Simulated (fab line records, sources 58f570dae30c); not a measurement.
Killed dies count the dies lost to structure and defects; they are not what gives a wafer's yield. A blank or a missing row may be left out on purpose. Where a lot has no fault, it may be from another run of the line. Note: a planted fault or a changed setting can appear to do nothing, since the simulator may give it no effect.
Which tool did it? :: flow berkeley_cmos170 :: 42 wafers from 14 lots sampled at 2 of the route's 331 steps

WHAT THE GAUGES READ, wafer by wafer
The record holds no reading of a measuring or inspecting step that can be judged against a usual standard deviation.

WHAT TOOL EACH LOT RAN ON (gives the tool, then ch and the chambers of the sampled wafers, and finally the start)
lot: L205
UCB170_NWELL_STRIP_15: plasma_asher-04 ch 0,1, day 2 12:37
UCB170_SCREENOX_WET_ETCH_00: wet_bench-04 ch 2, day 5 06:35

lot: L208
UCB170_NWELL_STRIP_15: plasma_asher-04 ch 0,1, day 3 09:00
UCB170_SCREENOX_WET_ETCH_00: wet_bench-01 ch 0, day 6 05:53

lot: L209
UCB170_NWELL_STRIP_15: plasma_asher-04 ch 0,1, day 3 12:56
UCB170_SCREENOX_WET_ETCH_00: wet_bench-01 ch 2, day 6 05:53

lot: L214
UCB170_NWELL_STRIP_15: plasma_asher-04 ch 0,1, day 4 09:51
UCB170_SCREENOX_WET_ETCH_00: wet_bench-02 ch 0, day 7 07:03

lot: L215
UCB170_NWELL_STRIP_15: plasma_asher-04 ch 0,1, day 4 14:08
UCB170_SCREENOX_WET_ETCH_00: wet_bench-01 ch 2, day 7 11:24

lot: L216
UCB170_NWELL_STRIP_15: plasma_asher-03 ch 0,1, day 4 22:12
UCB170_SCREENOX_WET_ETCH_00: wet_bench-01 ch 2, day 7 11:24

lot: L217
UCB170_NWELL_STRIP_15: plasma_asher-03 ch 0,1, day 5 02:59
UCB170_SCREENOX_WET_ETCH_00: wet_bench-01 ch 1, day 7 20:01

lot: L219
UCB170_NWELL_STRIP_15: plasma_asher-04 ch 0, day 5 09:22
UCB170_SCREENOX_WET_ETCH_00: wet_bench-01 ch 1, day 8 12:16

lot: L218
UCB170_NWELL_STRIP_15: plasma_asher-03 ch 0,1, day 5 09:38
UCB170_SCREENOX_WET_ETCH_00: wet_bench-01 ch 2, day 8 12:16

lot: L223
UCB170_NWELL_STRIP_15: plasma_asher-03 ch 1, day 6 04:56
UCB170_SCREENOX_WET_ETCH_00: wet_bench-01 ch 3, day 8 23:44

lot: L224
UCB170_NWELL_STRIP_15: plasma_asher-04 ch 0,1, day 6 09:19
UCB170_SCREENOX_WET_ETCH_00: wet_bench-01 ch 0, day 8 23:44

lot: L225
UCB170_NWELL_STRIP_15: plasma_asher-04 ch 0,1, day 6 16:37
UCB170_SCREENOX_WET_ETCH_00: wet_bench-01 ch 2, day 9 09:11

lot: L226
UCB170_NWELL_STRIP_15: plasma_asher-02 ch 0,1, day 6 17:05
UCB170_SCREENOX_WET_ETCH_00: wet_bench-01 ch 3, day 9 09:11

lot: L227
UCB170_NWELL_STRIP_15: plasma_asher-02 ch 0,1, day 7 01:37
UCB170_SCREENOX_WET_ETCH_00: wet_bench-02 ch 0, day 9 20:31
- UCB170_NWELL_STRIP_15: strips in O2.
- UCB170_SCREENOX_WET_ETCH_00: etches SiO2 in dHF, time 200 s.

AS READ BY THE TOOLS THEMSELVES (means over the sampled wafers that have a number; for cases with no such wafer, the mark the record gives instead)
UCB170_NWELL_STRIP_15. Usual: drypump_motor_current_A 5.57 A, standard deviation 0.29; oes_product_au 0.721 a.u., standard deviation 0.0046; strip_time_to_endpoint_s 18.07 s, standard deviation 0.099.
lot: L205
tool: plasma_asher-04
drypump_motor_current_A (A): 5.40
oes_product_au (a.u.): 0.722
strip_time_to_endpoint_s (s): 18.07
flag: 

lot: L208
tool: plasma_asher-04
drypump_motor_current_A (A): 5.41
oes_product_au (a.u.): 0.722
strip_time_to_endpoint_s (s): 18.05
flag: 

lot: L209
tool: plasma_asher-04
drypump_motor_current_A (A): 5.42
oes_product_au (a.u.): 0.720
strip_time_to_endpoint_s (s): 18.11
flag: 

lot: L214
tool: plasma_asher-04
drypump_motor_current_A (A): 5.40
oes_product_au (a.u.): 0.731
strip_time_to_endpoint_s (s): 17.99
flag: 

lot: L215
tool: plasma_asher-04
drypump_motor_current_A (A): 5.39
oes_product_au (a.u.): 0.719
strip_time_to_endpoint_s (s): 17.96
flag: 

lot: L216
tool: plasma_asher-03
drypump_motor_current_A (A): 5.38
oes_product_au (a.u.): 0.719
strip_time_to_endpoint_s (s): 17.99
flag: 

lot: L217
tool: plasma_asher-03
drypump_motor_current_A (A): 5.42
oes_product_au (a.u.): 0.723
strip_time_to_endpoint_s (s): 18.19
flag: 

lot: L219
tool: plasma_asher-04
drypump_motor_current_A (A): 5.44
oes_product_au (a.u.): 0.724
strip_time_to_endpoint_s (s): 18.15
flag: 

lot: L218
tool: plasma_asher-03
drypump_motor_current_A (A): 5.42
oes_product_au (a.u.): 0.724
strip_time_to_endpoint_s (s): 18.10
flag: 

lot: L223
tool: plasma_asher-03
drypump_motor_current_A (A): 5.14
oes_product_au (a.u.): 0.723
strip_time_to_endpoint_s (s): 18.10
flag: 

lot: L224
tool: plasma_asher-04
drypump_motor_current_A (A): 5.42
oes_product_au (a.u.): 0.722
strip_time_to_endpoint_s (s): 18.01
flag: 

lot: L225
tool: plasma_asher-04
drypump_motor_current_A (A): 5.40
oes_product_au (a.u.): 0.720
strip_time_to_endpoint_s (s): 18.01
flag: 

lot: L226
tool: plasma_asher-02
drypump_motor_current_A (A): 5.98
oes_product_au (a.u.): 0.720
strip_time_to_endpoint_s (s): 18.13
flag: 

lot: L227
tool: plasma_asher-02
drypump_motor_current_A (A): 5.93
oes_product_au (a.u.): 0.721
strip_time_to_endpoint_s (s): 17.93
flag: 

UCB170_SCREENOX_WET_ETCH_00. Usual: bath_heat_duty_pct 6.2 %, standard deviation 0.81; run_length_s 227 s, standard deviation 3.3.
lot: L205
tool: wet_bench-04
bath_heat_duty_pct (%): 6.6
run_length_s (s): 235
flag: 

lot: L208
tool: wet_bench-01
bath_heat_duty_pct (%): 7.1
run_length_s (s): 224
flag: 

lot: L209
tool: wet_bench-01
bath_heat_duty_pct (%): 6.5
run_length_s (s): 225
flag: 

lot: L214
tool: wet_bench-02
bath_heat_duty_pct (%): 5.7
run_length_s (s): 226
flag: 

lot: L215
tool: wet_bench-01
bath_heat_duty_pct (%): 6.4
run_length_s (s): 226
flag: 

lot: L216
tool: wet_bench-01
bath_heat_duty_pct (%): 5.9
run_length_s (s): 227
flag: 

lot: L217
tool: wet_bench-01
bath_heat_duty_pct (%): 6.2
run_length_s (s): 226
flag: 

lot: L219
tool: wet_bench-01
bath_heat_duty_pct (%): 6.0
run_length_s (s): 234
flag: 

lot: L218
tool: wet_bench-01
bath_heat_duty_pct (%): 5.8
run_length_s (s): 233
flag: 

lot: L223
tool: wet_bench-01
bath_heat_duty_pct (%): 5.5
run_length_s (s): 226
flag: 

lot: L224
tool: wet_bench-01
bath_heat_duty_pct (%): 6.5
run_length_s (s): 224
flag: 

lot: L225
tool: wet_bench-01
bath_heat_duty_pct (%): -
run_length_s (s): -
flag: OFF

lot: L226
tool: wet_bench-01
bath_heat_duty_pct (%): -
run_length_s (s): -
flag: OFF

lot: L227
tool: wet_bench-02
bath_heat_duty_pct (%): 5.9
run_length_s (s): 234
flag: 

THE ANSWER, worked out from the rows above alone
Rule: take the mean of a lot's wafers that have a number; if it is more than 3 standard deviations from the usual mean, the lot is off. Also off: a lot with no number at a reading for which 4 or more lots have one. All remaining lots with rows at the step are treated as sound. First the gauges in route order, then the tools' own readings, where a lot's mean is used as printed above. The first step at which some lot is off is used, and at that step the reading that is off furthest; a lot without a number counts as furthest.
Off, at UCB170_SCREENOX_WET_ETCH_00 on bath_heat_duty_pct: L225, L226. Without a number there: L225, L226.
If a tool, at that step or one of the process steps before it, ran each lot that is off and ran no sound lot following the first of them, it fits. One fits: wet_bench-01 at UCB170_SCREENOX_WET_ETCH_00. A fault onset in the window from L223 (day 8 23:44, its last sound lot) to L225 (day 9 09:11, its first lot off) fits.
Blank at UCB170_SCREENOX_WET_ETCH_00 on the lots that are off, where sound lots have numbers: bath_heat_duty_pct, run_length_s.

WHAT THE SIMULATOR PUT IN
Skipped step whole: wet_bench-01, from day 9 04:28 on, at UCB170_SCREENOX_WET_ETCH_00. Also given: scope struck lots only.
Shown lots that were struck: L225, L226. The rule above reached the same finding.
